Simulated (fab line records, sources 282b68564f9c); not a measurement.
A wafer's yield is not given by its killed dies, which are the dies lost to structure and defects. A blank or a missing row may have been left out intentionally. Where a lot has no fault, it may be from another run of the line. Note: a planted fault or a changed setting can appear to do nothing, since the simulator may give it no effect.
fab line records | flow rit_cmos
[record] lots = 14 | wafers = 42 | last_day = 7
route steps=202 shown NRETRO@62 REOX@101 NLDD@112 PLDD@124 M1@202
lots untouched by any fault: they come from a run of this same line in which no faults occurred
start_h: hours from the record's first day to the start of the lot's first wafer shown | wait_h: hours from the lot's prior step to this one | " identical to the entry in the row above | L1.1+2: several wafers, shown together as one row | - no value present, or no start provided | * or withheld: withheld | < > ~ a bound
route shown NAME@n: a module of which the file shows steps, and the number in the route of the first | usual: mean and standard deviation over wafers with no fault | same: alike in all rows | chamber/n: place in a boat | sites: per-site readings | _std_site: how widely they spread, as a standard deviation | _edge_site: the outer-site mean with the inner-site mean subtracted | radius_mm: for every site, how far away it sits from the centre of the wafer | mask NAME#n: copy n | behind: the tool/chamber that last shaped the wafer | hold: cause of the lot's hold/its duration in hours/its outcome | device: transistor that didn't switch, given as n, p or np | end of line: tests run on the same wafers once the route is complete | a step given without rows: its recipe and nothing more | killed: dies lost to structure and defects at the first sort, not the wafer's yield | map: per-die view of a wafer (x killed, . not killed, _ where there is no die)
set.NAME: the setting the step ran with; set.NAME@STEP: the setting that earlier step ran with | model.NAME: the simulator's own value behind a step, which no gauge read
one table for each step of the route and one row for each wafer, over a sample of lots
services: a tool's chamber out of use, with start hour (start_h, from the record's first day; less than 0 if before it), hours out, and reason
[[steps]]
[step RIT_NRETRO_STRIP_09]
[recipe] chemistry = O2 | time_s = 180 | resist = NOVOLAK | platen_temp_c = withheld | power_w = 500 | pressure_mtorr = 4000 | o2_flow_sccm = 4000
[usual] drypump_motor_current_A = 5.3/0.48
lot.wafer | tool            | chamber | start_h | wait_h | drypump_motor_current_A | rf_hours_counter_h
L919.1    | plasma_asher-03 | 1       | 34.24   | 0.1    | 5.9                     | 37
L919.5    | "               | 1       | "       | "      | 5.8                     | -
L919.6    | "               | 0       | "       | "      | 4.7                     | -
L920.1    | plasma_asher-03 | 0       | 41.37   | 0.1    | 4.7                     | 38
L920.4    | "               | 1       | "       | "      | 5.9                     | -
L920.5    | "               | 0       | "       | "      | 4.7                     | -
L921.1    | plasma_asher-02 | 1       | 46.65   | 0.1    | 4.7                     | 25
L921.2    | "               | 0       | "       | "      | 5.7                     | 25
L921.5    | "               | 0       | "       | "      | 5.7                     | -
L922.2    | plasma_asher-02 | 0       | 51.08   | 0.1    | 5.7                     | 26
L922.5    | "               | 1       | "       | "      | 4.7                     | -
L922.6    | "               | 0       | "       | "      | 5.7                     | -
L923.1    | plasma_asher-01 | 0       | 55.31   | 0.1    | 5.3                     | 42
L923.2    | "               | 1       | "       | "      | 5.6                     | 42
L923.4    | "               | 0       | "       | "      | 5.3                     | -
L924.2    | plasma_asher-02 | 1       | 59.25   | 0.1    | 4.7                     | 26
L924.3    | "               | 1       | "       | "      | 4.7                     | -
L924.6    | "               | 0       | "       | "      | 5.7                     | -
L925.2    | plasma_asher-03 | 1       | 65.43   | 0.1    | 5.9                     | 40
L925.5    | "               | 1       | "       | "      | 5.8                     | -
L925.6    | "               | 0       | "       | "      | 4.7                     | -
L932.4    | plasma_asher-01 | 1       | 102.23  | 0.1    | 5.5                     | -
L932.5    | "               | 0       | "       | "      | 5.3                     | -
L932.6    | "               | 1       | "       | "      | 5.5                     | -
L933.1    | plasma_asher-01 | 1       | 105.32  | 0.1    | 5.5                     | 47
L933.4    | "               | 1       | "       | "      | 5.5                     | -
L933.6    | "               | 1       | "       | "      | 5.5                     | -
L937.1    | plasma_asher-01 | 0       | 125.34  | 0.1    | 5.3                     | 49
L937.4    | "               | 0       | "       | "      | 5.3                     | -
L937.6    | "               | 1       | "       | "      | 5.5                     | -
L938.2    | plasma_asher-03 | 0       | 129.25  | 0.1    | 4.7                     | 48
L938.3    | "               | 0       | "       | "      | 4.7                     | -
L938.6    | "               | 0       | "       | "      | 4.7                     | -
L939.1    | plasma_asher-01 | 1       | 136.91  | 0.1    | 5.6                     | 50
L939.5    | "               | 1       | "       | "      | 5.5                     | -
L939.6    | "               | 0       | "       | "      | 5.3                     | -
L940.1    | plasma_asher-02 | 1       | 139.31  | 0.1    | 4.7                     | 35
L940.2    | "               | 0       | "       | "      | 5.7                     | 35
L940.6    | "               | 0       | "       | "      | 5.7                     | -
L941.4    | plasma_asher-03 | 1       | 145.77  | 0.1    | 5.8                     | -
L941.5    | "               | 1       | "       | "      | 5.8                     | -
L941.6    | "               | 0       | "       | "      | 4.8                     | -
[step RIT_REOX_OXIDATION_03]
[recipe] temp_c = 900 | ambient = O2 | target_thk_a = 252 | ox_time_s = 5580
[usual] spike_tc_centre_C = 902.3/1.1 | spike_tc_load_C = 926.2/1.1 | spike_tc_source_C = 921.2/1.7 | tube_center_temp_C = 900.02/0.09 | tube_center_temp_C_max = 902.3/0.41
lot.wafer | tool       | chamber | start_h | wait_h | spike_tc_centre_C | spike_tc_load_C | spike_tc_source_C | tube_center_temp_C | tube_center_temp_C_max
L919.1    | furnace-03 | 0       | 43.99   | 0.0    | 902.0             | 925.9           | 919.5             | 900.03             | 901.7
L919.5    | "          | 0       | "       | "      | 903.0             | 927.7           | 921.1             | 900.19             | 902.3
L919.6    | "          | 0       | "       | "      | 903.7             | 927.2           | 920.1             | 899.93             | 902.0
L920.1    | furnace-01 | 0       | 49.03   | 0.0    | 902.1             | 924.7           | 919.6             | 900.16             | 902.7
L920.4    | "          | 0       | "       | "      | 901.0             | 925.1           | 920.6             | 899.91             | 902.9
L920.5    | "          | 0       | "       | "      | 901.3             | 925.4           | 919.6             | 899.9              | 902.6
L921.1    | furnace-01 | 0       | 54.14   | 0.0    | 900.7             | 923.4           | 919.3             | 899.86             | 902.6
L921.2    | "          | 0       | "       | "      | 902.5             | 925.7           | 922.2             | 899.93             | 902.0
L921.5    | "          | 0       | "       | "      | 902.0             | 925.6           | 919.3             | 899.97             | 902.3
L922.2    | furnace-02 | 0       | 58.54   | 0.0    | 905.5             | 926.8           | 922.5             | 900.06             | 902.1
L922.5    | "          | 0       | "       | "      | 902.0             | 926.8           | 921.1             | 900.09             | 902.4
L922.6    | "          | 0       | "       | "      | 902.5             | 925.7           | 923.5             | 899.81             | 902.7
L923.1    | furnace-02 | 0       | 62.65   | 0.0    | 937.2             | 959.2           | 960.2             | 935.28             | 937.3
L923.2    | "          | 0       | "       | "      | 936.7             | 961.6           | 958.0             | 935.2              | 937.7
L923.4    | "          | 0       | "       | "      | 937.3             | 961.1           | 957.9             | 935.11             | 937.1
L924.2    | furnace-02 | 0       | 67.39   | 0.0    | 936.6             | 962.0           | 957.5             | 935.06             | 937.9
L924.3    | "          | 0       | "       | "      | 937.5             | 961.0           | 960.5             | 935.25             | 937.8
L924.6    | "          | 0       | "       | "      | 937.0             | 962.5           | 959.3             | 935.19             | 937.6
L925.2    | furnace-01 | 0       | 73.92   | 0.5    | 903.1             | 925.8           | 920.1             | 900.09             | 902.7
L925.5    | "          | 0       | "       | "      | 902.1             | 926.1           | 921.5             | 899.89             | 901.9
L925.6    | "          | 0       | "       | "      | 900.4             | 925.4           | 921.0             | 900.02             | 902.5
L932.4    | furnace-03 | 0       | 109.69  | 0.0    | 902.4             | 925.2           | 921.9             | 899.84             | 902.7
L932.5    | "          | 0       | "       | "      | 905.2             | 928.6           | 920.9             | 900.09             | 902.8
L932.6    | "          | 0       | "       | "      | 903.0             | 928.4           | 918.9             | 900.01             | 901.7
L933.1    | furnace-01 | 0       | 113.67  | 0.0    | 903.5             | 926.5           | 920.8             | 900.02             | 902.1
L933.4    | "          | 0       | "       | "      | 902.7             | 927.1           | 921.7             | 900.01             | 902.9
L933.6    | "          | 0       | "       | "      | 903.4             | 926.5           | 919.1             | 900.13             | 902.1
L937.1    | furnace-03 | 0       | 133.73  | 0.0    | 902.6             | 927.2           | 918.6             | 899.97             | 902.5
L937.4    | "          | 0       | "       | "      | 900.9             | 926.2           | 920.3             | 900.13             | 904.1
L937.6    | "          | 0       | "       | "      | 904.5             | 925.2           | 921.0             | 899.98             | 902.4
L938.2    | furnace-02 | 0       | 137.63  | 0.3    | 903.0             | 926.9           | 923.2             | 899.9              | 902.0
L938.3    | "          | 0       | "       | "      | 903.3             | 926.6           | 925.1             | 900.01             | 902.5
L938.6    | "          | 0       | "       | "      | 901.5             | 925.8           | 925.0             | 900                | 902.6
L939.1    | furnace-03 | 0       | 144.65  | 0.0    | 902.7             | 925.7           | 920.2             | 900.21             | 902.7
L939.5    | "          | 0       | "       | "      | 901.5             | 926.9           | 919.1             | 900.12             | 902.3
L939.6    | "          | 0       | "       | "      | 901.7             | 927.9           | 919.1             | 900.09             | 902.5
L940.1    | furnace-03 | 0       | 147.20  | 0.0    | 901.7             | 927.6           | 920.0             | 899.9              | 902.2
L940.2    | "          | 0       | "       | "      | 902.4             | 925.8           | 919.9             | 900.16             | 902.9
L940.6    | "          | 0       | "       | "      | 902.0             | 926.9           | 921.5             | 899.9              | 902.6
L941.4    | furnace-02 | 0       | 153.32  | 0.0    | 900.9             | 925.6           | 924.4             | 900.14             | 902.3
L941.5    | "          | 0       | "       | "      | 901.6             | 925.7           | 925.4             | 900.03             | 903.7
L941.6    | "          | 0       | "       | "      | 902.2             | 923.9           | 923.4             | 899.99             | 902.1
[step RIT_REOX_THK_MEAS_04]
[recipe] reads = SiO2_of_REOX_OXIDATION_03
[usual] REOX_OXIDE_THK = 25.1/0.49
lot.wafer | tool          | chamber | start_h | wait_h | REOX_OXIDE_THK[nm]
L919.1    | film_metro-03 | -       | 46.54   | 0.0    | 25.6
L919.5    | "             | -       | "       | "      | 25.9
L919.6    | "             | -       | "       | "      | 25.7
L920.1    | film_metro-02 | -       | 51.58   | 0.0    | 24.5
L920.4    | "             | -       | "       | "      | 24.3
L920.5    | "             | -       | "       | "      | 24.4
L921.1    | film_metro-04 | -       | 56.69   | 0.0    | 25.3
L921.2    | "             | -       | "       | "      | 25.5
L921.5    | "             | -       | "       | "      | 25.3
L922.2    | film_metro-03 | -       | 61.10   | 0.0    | 25.4
L922.5    | "             | -       | "       | "      | 25.4
L922.6    | "             | -       | "       | "      | 25.5
L923.1    | film_metro-03 | -       | 65.20   | 0.0    | 36.3
L923.2    | "             | -       | "       | "      | 36.7
L923.4    | "             | -       | "       | "      | 36.4
L924.2    | film_metro-02 | -       | 69.95   | 0.0    | 36.2
L924.3    | "             | -       | "       | "      | 35.9
L924.6    | "             | -       | "       | "      | 36.0
L925.2    | film_metro-04 | -       | 76.48   | 0.0    | 24.6
L925.5    | "             | -       | "       | "      | 24.6
L925.6    | "             | -       | "       | "      | 24.6
L932.4    | film_metro-03 | -       | 112.27  | 0.0    | 24.9
L932.5    | "             | -       | "       | "      | 25.2
L932.6    | "             | -       | "       | "      | 24.9
L933.1    | film_metro-02 | -       | 116.22  | 0.0    | 26.5
L933.4    | "             | -       | "       | "      | 26.3
L933.6    | "             | -       | "       | "      | 25.9
L937.1    | film_metro-04 | -       | 136.28  | 0.0    | 25.1
L937.4    | "             | -       | "       | "      | 24.9
L937.6    | "             | -       | "       | "      | 25.2
L938.2    | film_metro-02 | -       | 140.19  | 0.0    | 25.4
L938.3    | "             | -       | "       | "      | 25.3
L938.6    | "             | -       | "       | "      | 25.4
L939.1    | film_metro-04 | -       | 147.20  | 0.0    | 25.6
L939.5    | "             | -       | "       | "      | 25.4
L939.6    | "             | -       | "       | "      | 25.4
L940.1    | film_metro-04 | -       | 149.75  | 0.0    | 24.1
L940.2    | "             | -       | "       | "      | 24.5
L940.6    | "             | -       | "       | "      | 24.2
L941.4    | film_metro-03 | -       | 155.90  | 0.0    | 25.6
L941.5    | "             | -       | "       | "      | 25.1
L941.6    | "             | -       | "       | "      | 24.9
[step RIT_NLDD_STRIP_09]
[recipe] chemistry = O2 | time_s = 180 | resist = NOVOLAK | platen_temp_c = withheld | power_w = 500 | pressure_mtorr = 4000 | o2_flow_sccm = 4000
[usual] drypump_motor_current_A = 5.4/0.48
lot.wafer | tool            | chamber | start_h | wait_h | drypump_motor_current_A | rf_hours_counter_h
L919.1    | plasma_asher-04 | 1       | 47.82   | 0.1    | 5.4                     | 41
L919.5    | "               | 1       | "       | "      | 5.4                     | -
L919.6    | "               | 0       | "       | "      | 5.9                     | -
L920.1    | plasma_asher-02 | 0       | 52.95   | 0.1    | 5.7                     | 26
L920.4    | "               | 0       | "       | "      | 5.7                     | -
L920.5    | "               | 1       | "       | "      | 4.7                     | -
L921.1    | plasma_asher-04 | 0       | 57.93   | 0.1    | 5.9                     | 43
L921.2    | "               | 1       | "       | "      | 5.4                     | 43
L921.5    | "               | 1       | "       | "      | 5.4                     | -
L922.2    | plasma_asher-02 | 1       | 62.46   | 0.1    | 4.7                     | 27
L922.5    | "               | 1       | "       | "      | 4.7                     | -
L922.6    | "               | 0       | "       | "      | 5.7                     | -
L923.1    | plasma_asher-02 | 0       | 66.54   | 0.1    | 5.7                     | 27
L923.2    | "               | 1       | "       | "      | 4.7                     | 27
L923.4    | "               | 1       | "       | "      | 4.7                     | -
L924.2    | plasma_asher-02 | 1       | 71.31   | 0.1    | 4.7                     | 28
L924.3    | "               | 1       | "       | "      | 4.7                     | -
L924.6    | "               | 1       | "       | "      | 4.7                     | -
L925.2    | plasma_asher-02 | 0       | 78.01   | 0.1    | 5.8                     | 29
L925.5    | "               | 1       | "       | "      | 4.7                     | -
L925.6    | "               | 0       | "       | "      | 5.7                     | -
L932.4    | plasma_asher-03 | 0       | 113.67  | 0.1    | 4.8                     | -
L932.5    | "               | 1       | "       | "      | 5.9                     | -
L932.6    | "               | 0       | "       | "      | 4.8                     | -
L933.1    | plasma_asher-02 | 0       | 117.59  | 0.1    | 5.7                     | 33
L933.4    | "               | 0       | "       | "      | 5.7                     | -
L933.6    | "               | 1       | "       | "      | 4.7                     | -
L937.1    | plasma_asher-04 | 0       | 137.86  | 0.1    | 5.9                     | 2
L937.4    | "               | 0       | "       | "      | 5.9                     | -
L937.6    | "               | 1       | "       | "      | 5.3                     | -
L938.2    | plasma_asher-03 | 1       | 141.42  | 0.1    | 5.9                     | 50
L938.3    | "               | 1       | "       | "      | 5.9                     | -
L938.6    | "               | 1       | "       | "      | 5.8                     | -
L939.1    | plasma_asher-03 | 0       | 148.57  | 0.1    | 4.8                     | 50
L939.5    | "               | 1       | "       | "      | 5.8                     | -
L939.6    | "               | 0       | "       | "      | 4.7                     | -
L940.1    | plasma_asher-04 | 0       | 151.18  | 0.1    | 5.9                     | 3
L940.2    | "               | 1       | "       | "      | 5.4                     | 3
L940.6    | "               | 0       | "       | "      | 5.9                     | -
L941.4    | plasma_asher-04 | 0       | 157.18  | 0.1    | 5.9                     | -
L941.5    | "               | 0       | "       | "      | 5.9                     | -
L941.6    | "               | 1       | "       | "      | 5.4                     | -
[step RIT_PLDD_TW_MEAS_10]
[usual] PLDD_TW = 2336/14
lot.wafer | tool          | chamber | start_h | wait_h | PLDD_TW
L919.1    | film_metro-01 | -       | 49.54   | 0.1    | 2339
L919.5    | "             | -       | "       | "      | 2351
L919.6    | "             | -       | "       | "      | 2359
L920.1    | film_metro-02 | -       | 54.88   | 0.1    | 2340
L920.4    | "             | -       | "       | "      | 2333
L920.5    | "             | -       | "       | "      | 2343
L921.1    | film_metro-02 | -       | 59.66   | 0.1    | 2329
L921.2    | "             | -       | "       | "      | 2328
L921.5    | "             | -       | "       | "      | 2341
L922.2    | film_metro-01 | -       | 64.19   | 0.1    | 2353
L922.5    | "             | -       | "       | "      | 2339
L922.6    | "             | -       | "       | "      | 2357
L923.1    | film_metro-01 | -       | 68.36   | 0.1    | 2345
L923.2    | "             | -       | "       | "      | 2338
L923.4    | "             | -       | "       | "      | 2352
L924.2    | film_metro-01 | -       | 73.15   | 0.1    | 2360
L924.3    | "             | -       | "       | "      | 2342
L924.6    | "             | -       | "       | "      | 2346
L925.2    | film_metro-04 | -       | 79.74   | 0.1    | 2314
L925.5    | "             | -       | "       | "      | 2313
L925.6    | "             | -       | "       | "      | 2302
L932.4    | film_metro-04 | -       | 115.36  | 0.1    | 2347
L932.5    | "             | -       | "       | "      | 2338
L932.6    | "             | -       | "       | "      | 2342
L933.1    | film_metro-02 | -       | 119.18  | 0.1    | 2332
L933.4    | "             | -       | "       | "      | 2355
L933.6    | "             | -       | "       | "      | 2342
L937.1    | film_metro-04 | -       | 139.46  | 0.1    | 2313
L937.4    | "             | -       | "       | "      | 2314
L937.6    | "             | -       | "       | "      | 2321
L938.2    | film_metro-04 | -       | 143.03  | 0.1    | 2319
L938.3    | "             | -       | "       | "      | 2314
L938.6    | "             | -       | "       | "      | 2311
L939.1    | film_metro-04 | -       | 150.17  | 0.1    | 2343
L939.5    | "             | -       | "       | "      | 2319
L939.6    | "             | -       | "       | "      | 2329
L940.1    | film_metro-04 | -       | 152.90  | 0.1    | 2335
L940.2    | "             | -       | "       | "      | 2326
L940.6    | "             | -       | "       | "      | 2328
L941.4    | film_metro-01 | -       | 158.87  | 0.1    | 2336
L941.5    | "             | -       | "       | "      | 2347
L941.6    | "             | -       | "       | "      | 2322
[step RIT_M1_PROBE_99]
[usual] killed_at_M0_to_M3 = 0.0/0.22 | killed_at_contacts = 0.0/0.18 | killed_at_front_end = 7/3.1 | killed_dies = 7/3.1 | killed_open = 3.2/2.1 | killed_short = 3.4/2
[same] gross_dies = 264 | killed_at_M4_up = 0 | killed_at_back_side = 0 | killed_at_other = 0
lot.wafer | tool      | chamber | start_h | wait_h | killed_at_M0_to_M3 | killed_at_contacts | killed_at_front_end | killed_dies | killed_open | killed_short
L919.1    | prober-01 | -       | 62.81   | 0.1    | 0                  | 0                  | 6                   | 6           | 2           | 4
L919.5    | prober-01 | -       | 63.01   | 0.2    | 0                  | 0                  | 4                   | 4           | 2           | 2
L919.6    | prober-01 | -       | 63.06   | 0.2    | 0                  | 0                  | 6                   | 6           | 4           | 2
L920.1    | prober-02 | -       | 68.26   | 0.1    | 0                  | 0                  | 7                   | 7           | 4           | 3
L920.4    | prober-02 | -       | 68.41   | 0.2    | 0                  | 0                  | 13                  | 13          | 5           | 8
L920.5    | prober-02 | -       | 68.46   | 0.2    | 0                  | 0                  | 6                   | 6           | 2           | 4
L921.1    | prober-01 | -       | 73.48   | 0.1    | 0                  | 0                  | 8                   | 8           | 4           | 4
L921.2    | prober-01 | -       | 73.53   | 0.1    | 0                  | 0                  | 8                   | 8           | 4           | 4
L921.5    | prober-01 | -       | 73.68   | 0.2    | 0                  | 0                  | 8                   | 8           | 2           | 6
L922.2    | prober-02 | -       | 78.14   | 0.1    | 0                  | 0                  | 9                   | 9           | 1           | 8
L922.5    | prober-02 | -       | 78.29   | 0.2    | 0                  | 0                  | 7                   | 7           | 5           | 2
L922.6    | prober-02 | -       | 78.34   | 0.2    | 0                  | 0                  | 6                   | 6           | 3           | 3
L923.1    | prober-01 | -       | 84.57   | 0.1    | 0                  | 0                  | 7                   | 7           | 3           | 4
L923.2    | prober-01 | -       | 84.62   | 0.1    | 0                  | 0                  | 7                   | 7           | 1           | 6
L923.4    | prober-01 | -       | 84.72   | 0.2    | 0                  | 0                  | 6                   | 6           | 1           | 5
L924.2    | prober-02 | -       | 86.90   | 0.1    | 0                  | 0                  | 8                   | 8           | 4           | 4
L924.3    | prober-02 | -       | 86.95   | 0.2    | 0                  | 0                  | 4                   | 4           | 1           | 3
L924.6    | prober-02 | -       | 87.10   | 0.2    | 0                  | 0                  | 2                   | 2           | 1           | 1
L925.2    | prober-01 | -       | 93.48   | 0.1    | 0                  | 0                  | 11                  | 11          | 6           | 5
L925.5    | prober-01 | -       | 93.63   | 0.2    | 0                  | 0                  | 6                   | 6           | 4           | 2
L925.6    | prober-01 | -       | 93.68   | 0.2    | 1                  | 1                  | 6                   | 8           | 5           | 3
L932.4    | prober-01 | -       | 129.50  | 0.2    | 0                  | 0                  | 6                   | 6           | 4           | 2
L932.5    | prober-01 | -       | 129.55  | 0.2    | 0                  | 0                  | 7                   | 7           | 5           | 2
L932.6    | prober-01 | -       | 129.60  | 0.2    | 0                  | 0                  | 8                   | 8           | 4           | 4
L933.1    | prober-01 | -       | 133.18  | 0.1    | 0                  | 0                  | 10                  | 10          | 3           | 7
L933.4    | prober-01 | -       | 133.33  | 0.2    | 0                  | 0                  | 6                   | 6           | 3           | 3
L933.6    | prober-01 | -       | 133.43  | 0.2    | 0                  | 0                  | 4                   | 4           | 4           | 0
L937.1    | prober-02 | -       | 153.47  | 0.1    | 0                  | 0                  | 5                   | 5           | 2           | 3
L937.4    | prober-02 | -       | 153.62  | 0.2    | 0                  | 0                  | 4                   | 4           | 2           | 2
L937.6    | prober-02 | -       | 153.72  | 0.2    | 0                  | 0                  | 12                  | 12          | 9           | 3
L938.2    | prober-01 | -       | 156.47  | 0.1    | 0                  | 0                  | 4                   | 4           | 2           | 2
L938.3    | prober-01 | -       | 156.52  | 0.2    | 0                  | 0                  | 6                   | 6           | 3           | 3
L938.6    | prober-01 | -       | 156.67  | 0.2    | 0                  | 0                  | 0                   | 0           | 0           | 0
L939.1    | prober-02 | -       | 163.87  | 0.1    | 1                  | 0                  | 8                   | 9           | 5           | 4
L939.5    | prober-02 | -       | 164.07  | 0.2    | 1                  | 0                  | 4                   | 5           | 3           | 2
L939.6    | prober-02 | -       | 164.12  | 0.2    | 0                  | 0                  | 8                   | 8           | 6           | 2
L940.1    | prober-01 | -       | 167.16  | 0.1    | 0                  | 0                  | 5                   | 5           | 3           | 2
L940.2    | prober-01 | -       | 167.21  | 0.1    | 0                  | 0                  | 5                   | 5           | 3           | 2
L940.6    | prober-01 | -       | 167.41  | 0.2    | 0                  | 0                  | 8                   | 8           | 5           | 3
L941.4    | prober-02 | -       | 173.17  | 0.2    | 0                  | 0                  | 4                   | 4           | 1           | 3
L941.5    | prober-02 | -       | 173.22  | 0.2    | 0                  | 0                  | 6                   | 6           | 1           | 5
L941.6    | prober-02 | -       | 173.27  | 0.2    | 0                  | 1                  | 4                   | 5           | 0           | 5
// killed by level:class
L919.1 FOX1:geometric_particle:open=2 GATE:geometric_particle:short=2 FOX1:geometric_particle:short=1 FOX2:geometric_particle:short=1
L919.5 FOX1:geometric_particle:open=2 SPACER:geometric_particle:short=2
L919.6 SPACER:geometric_particle:open=3 ACTIVE:geometric_particle:short=1 GATE:geometric_particle:open=1 GATE:geometric_particle:short=1
L920.1 GATE:geometric_particle:short=3 GATE:geometric_particle:open=2 REOX:geometric_particle:open=1 SILICIDE:geometric_particle:open=1
L920.4 GATE:geometric_particle:short=4 GATE:geometric_particle:open=3 REOX:geometric_particle:open=2 FOX1:geometric_particle:short=1 FOX2:geometric_particle:short=1 REOX:geometric_particle:short=1 SPACER:geometric_particle:short=1
L920.5 REOX:geometric_particle:open=2 FOX1:geometric_particle:short=1 FOX2:geometric_particle:short=1 GATE:geometric_particle:short=1 REOX:geometric_particle:short=1
L921.1 GATE:geometric_particle:short=3 GATE:geometric_particle:open=2 REOX:geometric_particle:open=2 REOX:geometric_particle:short=1
L921.2 GATE:geometric_particle:open=3 SILICIDE:geometric_particle:short=3 GATE:geometric_particle:short=1 REOX:geometric_particle:open=1
L921.5 GATE:geometric_particle:short=3 ACTIVE:geometric_particle:short=1 FOX1:geometric_particle:open=1 REOX:geometric_particle:open=1 REOX:geometric_particle:short=1 SILICIDE:geometric_particle:short=1
L922.2 GATE:geometric_particle:short=4 FOX1:geometric_particle:short=2 FOX1:geometric_particle:open=1 FOX2:geometric_particle:short=1 SPACER:geometric_particle:short=1
L922.5 SILICIDE:geometric_particle:open=2 FOX1:geometric_particle:open=1 GATE:geometric_particle:short=1 GATE:geometric_particle:open=1 REOX:geometric_particle:open=1 SPACER:geometric_particle:short=1
L922.6 FOX1:geometric_particle:short=2 GATE:geometric_particle:open=2 FOX1:geometric_particle:open=1 GATE:geometric_particle:short=1
L923.1 REOX:geometric_particle:short=3 FOX2:geometric_particle:open=1 GATE:geometric_particle:open=1 GATE:geometric_particle:short=1 REOX:geometric_particle:open=1
L923.2 SPACER:geometric_particle:short=3 FOX1:geometric_particle:short=1 FOX1:geometric_particle:open=1 FOX2:geometric_particle:short=1 SILICIDE:geometric_particle:short=1
L923.4 FOX2:geometric_particle:short=2 GATE:geometric_particle:short=2 FOX2:geometric_particle:open=1 SILICIDE:geometric_particle:short=1
L924.2 FOX1:geometric_particle:short=1 FOX2:geometric_particle:open=1 FOX2:geometric_particle:short=1 GATE:geometric_particle:short=1 GATE:geometric_particle:open=1 SPACER:geometric_particle:open=1 SILICIDE:geometric_particle:short=1 SILICIDE:geometric_particle:open=1
L924.3 SPACER:geometric_particle:short=2 REOX:geometric_particle:short=1 SPACER:geometric_particle:open=1
L924.6 FOX1:geometric_particle:open=1 SPACER:geometric_particle:short=1
L925.2 GATE:geometric_particle:open=3 GATE:geometric_particle:short=2 SPACER:geometric_particle:short=2 SPACER:geometric_particle:open=2 REOX:geometric_particle:open=1 REOX:geometric_particle:short=1
L925.5 GATE:geometric_particle:open=2 GATE:geometric_particle:short=1 REOX:geometric_particle:short=1 SPACER:geometric_particle:open=1 SILICIDE:geometric_particle:open=1
L925.6 GATE:geometric_particle:open=2 FOX1:geometric_particle:short=1 FOX1:geometric_particle:open=1 REOX:geometric_particle:open=1 SILICIDE:geometric_particle:short=1 CONTACT:geometric_particle:open=1 M1:geometric_particle:short=1
L932.4 GATE:geometric_particle:open=2 FOX1:geometric_particle:open=1 REOX:geometric_particle:short=1 SILICIDE:geometric_particle:short=1 SILICIDE:geometric_particle:open=1
L932.5 FOX1:geometric_particle:short=2 REOX:geometric_particle:open=2 FOX1:geometric_particle:open=1 GATE:geometric_particle:open=1 SILICIDE:geometric_particle:open=1
L932.6 FOX1:geometric_particle:open=2 GATE:geometric_particle:short=2 REOX:geometric_particle:short=2 GATE:geometric_particle:open=1 SPACER:geometric_particle:open=1
L933.1 GATE:geometric_particle:short=3 GATE:geometric_particle:open=2 ACTIVE:geometric_particle:short=1 FOX1:geometric_particle:short=1 FOX2:geometric_particle:open=1 REOX:geometric_particle:short=1 SPACER:geometric_particle:short=1
L933.4 FOX1:geometric_particle:short=2 FOX2:geometric_particle:open=1 GATE:geometric_particle:open=1 GATE:geometric_particle:short=1 REOX:geometric_particle:open=1
L933.6 REOX:geometric_particle:open=2 FOX1:geometric_particle:open=1 SPACER:geometric_particle:open=1
L937.1 SPACER:geometric_particle:short=2 GATE:geometric_particle:open=1 GATE:geometric_particle:short=1 SPACER:geometric_particle:open=1
L937.4 SILICIDE:geometric_particle:open=2 FOX2:geometric_particle:short=1 GATE:geometric_particle:short=1
L937.6 SPACER:geometric_particle:open=4 GATE:geometric_particle:open=3 FOX1:geometric_particle:short=1 FOX1:geometric_particle:open=1 FOX2:geometric_particle:open=1 GATE:geometric_particle:short=1 SPACER:geometric_particle:short=1
L938.2 GATE:geometric_particle:open=2 FOX1:geometric_particle:short=1 GATE:geometric_particle:short=1
L938.3 GATE:geometric_particle:open=2 SPACER:geometric_particle:short=2 GATE:geometric_particle:short=1 SPACER:geometric_particle:open=1
L939.1 REOX:geometric_particle:open=2 SILICIDE:geometric_particle:short=2 FOX2:geometric_particle:open=1 GATE:geometric_particle:short=1 REOX:geometric_particle:short=1 SILICIDE:geometric_particle:open=1 M1:geometric_particle:open=1
L939.5 REOX:geometric_particle:open=2 SILICIDE:geometric_particle:open=1 SILICIDE:geometric_particle:short=1 M1:geometric_particle:short=1
L939.6 SILICIDE:geometric_particle:open=2 FOX1:geometric_particle:open=1 FOX2:geometric_particle:open=1 GATE:geometric_particle:open=1 SPACER:geometric_particle:open=1 SPACER:geometric_particle:short=1 SILICIDE:geometric_particle:short=1
L940.1 GATE:geometric_particle:short=2 SPACER:geometric_particle:open=2 REOX:geometric_particle:open=1
L940.2 SILICIDE:geometric_particle:open=2 FOX1:geometric_particle:short=1 FOX2:geometric_particle:short=1 GATE:geometric_particle:open=1
L940.6 GATE:geometric_particle:open=2 SILICIDE:geometric_particle:open=2 FOX1:geometric_particle:short=1 GATE:geometric_particle:short=1 REOX:geometric_particle:open=1 SILICIDE:geometric_particle:short=1
L941.4 SILICIDE:geometric_particle:short=2 REOX:geometric_particle:open=1 SPACER:geometric_particle:short=1
L941.5 GATE:geometric_particle:short=3 GATE:geometric_particle:open=1 REOX:geometric_particle:short=1 SPACER:geometric_particle:short=1
L941.6 FOX2:geometric_particle:short=1 GATE:geometric_particle:short=1 REOX:geometric_particle:short=1 SPACER:geometric_particle:short=1 CONTACT:geometric_particle:short=1
[[services]]
tool            | chamber | start_h | hours | kind
furnace-03      | -       | 31.21   | 1.1   | repair
furnace-03      | -       | 88.27   | 2.9   | pm
plasma_asher-04 | -       | 108.75  | 9.0   | pm
plasma_asher-04 | 0       | 108.75  | 9.0   | vent_cycle
plasma_asher-04 | 1       | 108.75  | 9.0   | vent_cycle
plasma_asher-02 | -       | 112.24  | 1.4   | repair
plasma_asher-04 | 0       | 117.75  | -     | clean
plasma_asher-04 | 1       | 117.75  | -     | clean
plasma_asher-02 | -       | 136.57  | 2.0   | repair
furnace-01      | -       | 149.47  | 2.9   | pm
plasma_asher-03 | -       | 154.80  | 15.6  | pm
[[key]]
[first_sign] step = RIT_REOX_OXIDATION_03 | reading = tube_center_temp_C | direction = up | sigmas = 99+ | usual = * | struck = *
[effect] step = RIT_REOX_OXIDATION_03 | reading = tube_center_temp_C_max | direction = up | sigmas = 86 | usual = * | struck = *
[effect] step = RIT_REOX_THK_MEAS_04 | reading = REOX_OXIDE_THK | direction = up | sigmas = 23 | usual = 25.1 | struck = 36.2
met_at RIT_REOX_OXIDATION_03
struck_lots L923,L924
tester_left_out L923,L924
not_acting_at RIT_NRETRO_STRIP_09,RIT_NLDD_STRIP_09,RIT_PLDD_TW_MEAS_10
[fault] kind = process_parameter_drift | tool = furnace-02 | chamber = - | onset_h = 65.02 | steps = RIT_REOX_OXIDATION_03 | channel = temp_c | offset = * | shape = step | end_h = 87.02 | acts_in = * | stated = *
// tester_left_out: of these lots the tester's yield and bins aren't shown, on N5 and GAA mostly nor the transistor test; their killed dies are dies lost to structure and defects alone, not to doping, threshold or leakage, so they don't give the yield
